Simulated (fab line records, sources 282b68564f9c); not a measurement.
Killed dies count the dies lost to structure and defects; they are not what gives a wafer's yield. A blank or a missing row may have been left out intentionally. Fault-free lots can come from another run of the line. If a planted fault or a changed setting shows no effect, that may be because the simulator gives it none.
Comparing a struck lot with a sound one + flow rit-cmos + 22 out of 202 route steps
Sound: these wafers, L790.2, L790.3, L790.6. The struck wafers were L792.2, L792.4, L792.6. At the end, the cause is stated.
Per side, at each step with rows, come the tool, then ch with its chambers, and then its first start. Under that, the readings that differ: sound wafers + struck wafers + difference of the means + sigmas: that difference in standard deviations of wafers without a fault.
alike: readings whose means differ by less than 2 such deviations, and words and numbers that are the same on both sides. not compared: withheld readings, readings that some wafer has no value for, bounds like >300 that may hide the same value, and numbers for which the record gives no deviation and whose values overlap.
A row with sigmas, a row that says differs or no value, or rows on one side alone: a step with any of these is where the two part. When numbers do not overlap yet have no deviation, they are printed without sigmas and do not part them. Lack of a reading on every wafer of one side parts them only where that side has two or more wafers.

first, 2 steps without rows for these wafers: RIT_NSD_HARDBAKE_07 (time 60 s); RIT_NSD_IMPLANT_08.
RIT_NSD_STRIP_09: strips in O2, time 180 s.
  sound on plasma-asher-03 ch 0,1, day 4 20:33; struck on plasma-asher-03 ch 1, day 5 03:40
  alike: chamber-pressure-mTorr, drypump-motor-current-A
  not compared: rf-hours-counter-h
RIT_NSD_TW_MEAS_10:
  struck on film-metro-04, day 5 03:50; sound on film-metro-03, day 4 20:44
  alike: NSD_TW
then, 6 steps without rows for these wafers: RIT_PSD_HMDS_00 (prime time 60 s); RIT_PSD_COAT_01 (resist thk 1000 nm); RIT_PSD_SOFTBAKE_02 (time 60 s); RIT_PSD_EXPOSE_03 (exposes mask M10, target cd 40900 nm); RIT_PSD_PEB_04; RIT_PSD_DEVELOP_05 (develop time 50 s).
RIT_PSD_OVL_MEAS_06:
  struck on overlay-01, day 5 05:02; sound on overlay-01, day 4 21:52
  alike: PSD_OVL
then, 1 step without rows for these wafers: RIT_PSD_HARDBAKE_07 (time 60 s).
RIT_PSD_IMPLANT_08:
  sound on implanter-02 ch 0, day 4 22:05; struck on implanter-02 ch 0, day 5 05:15
| reading                   | sound                | struck               | difference | sigmas      |
|---------------------------|----------------------|----------------------|------------|-------------|
| beam-energy-keV           | 27.005 26.996 27.000 | 18.917 18.893 18.913 | -8.093     | -99 or more |
| model.implant.rp-nm (nm)  | 22.11 22.11 22.11    | 16.88 16.88 16.88    | -5.23      |             |
| model.implant.drp-nm (nm) | 12.05 12.05 12.05    | 9.372 9.372 9.372    | -2.678     |             |
RIT_PSD_STRIP_09: strips in O2, time 180 s.
  sound on plasma-asher-02 ch 0,1, day 4 22:12; struck on plasma-asher-01 ch 0,1, day 5 05:22
  alike: chamber-pressure-mTorr, drypump-motor-current-A
  not compared: rf-hours-counter-h
RIT_PSD_TW_MEAS_10:
  struck on film-metro-04, day 5 05:34; sound on film-metro-03, day 4 22:23
| reading | sound          | struck         | difference | sigmas |
|---------|----------------|----------------|------------|--------|
| PSD_TW  | 3361 3373 3377 | 3136 3133 3111 | -244       | -7     |
then, 3 steps without rows for these wafers: RIT_SDANNEAL_CLEAN_00 (cleans in SC1, time 600 s); RIT_SDANNEAL_CLEAN_01 (cleans in dHF, time 30 s); RIT_SDANNEAL_CLEAN_02 (cleans in SC2, time 600 s).
RIT_SDANNEAL_RTA_03: time 5 s.
  sound on rtp-anneal-02 ch 0, day 4 22:49; struck on rtp-anneal-02 ch 0, day 5 05:59
  alike: wafer_temp_C_max
RIT_SDANNEAL_RS_MEAS_04: measurement is done with a four-point probe.
  struck on film-metro-03, day 5 06:03; sound on film-metro-01, day 4 22:53
| reading         | sound             | struck            | difference | sigmas |
|-----------------|-------------------|-------------------|------------|--------|
| PSD_RS (ohm/sq) | 115.3 115.3 115.3 | 138.1 138.3 138.1 | +22.9      | +69    |
RIT_SDANNEAL_RS_MEAS_05: measurement is done with a four-point probe.
  struck on film-metro-03, day 5 06:10; sound on film-metro-01, day 4 23:00
  alike: NSD_RS
RIT_M1_PROBE_99:
  struck on prober-02, day 5 14:32; sound on prober-02, day 5 06:18
| reading                                   | sound                | struck               | difference | sigmas |
|-------------------------------------------|----------------------|----------------------|------------|--------|
| model.etest.contact-pplus.end-ohm-um      | 42.66 44.82 43.32    | 59 59.8 60.37        | +16        |        |
| model.etest.nwell-pinched.rs-ohm-sq       | 341.5 344.6 343.6    | 329.4 330.3 329.1    | -13.6      |        |
| model.etest.diode-pplus-nwell.bv-v (V)    | 6.635 6.721 6.648    | 6.223 6.212 6.193    | -0.459     |        |
| model.etest.pmos_0p15.junction-log10-a-um | -13.78 -13.89 -13.87 | -13.48 -13.53 -13.43 | +0.37      |        |
| model.etest.vpnp.gain                     | 1.072 1.068 1.079    | 0.815 0.819 0.8028   | -0.261     |        |
| model.etest.diode-pplus-nwell.cj-ff-um2   | 1.677 1.677 1.688    | 1.879 1.881 1.88     | +0.199     |        |
| model.etest.diode-pplus-comb.cj-ff-um2    | 1.988 1.999 2.001    | 2.152 2.167 2.158    | +0.163     |        |
  alike: killed-at-front-end, killed-dies, killed-open, killed-short
  not compared: model.etest.diode-pplus-nwell.leak-log10-a-cm2

## WHERE THEY PART
First at RIT_PSD_IMPLANT_08; last, within this record, at RIT_SDANNEAL_RS_MEAS_04. Later steps at which nothing parts them and some readings are alike: RIT_SDANNEAL_RS_MEAS_05, RIT_M1_PROBE_99.

WHY: what the simulator had put in
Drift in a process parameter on implanter-02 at RIT_PSD_IMPLANT_08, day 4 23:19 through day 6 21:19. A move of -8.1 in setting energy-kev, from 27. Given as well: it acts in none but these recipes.
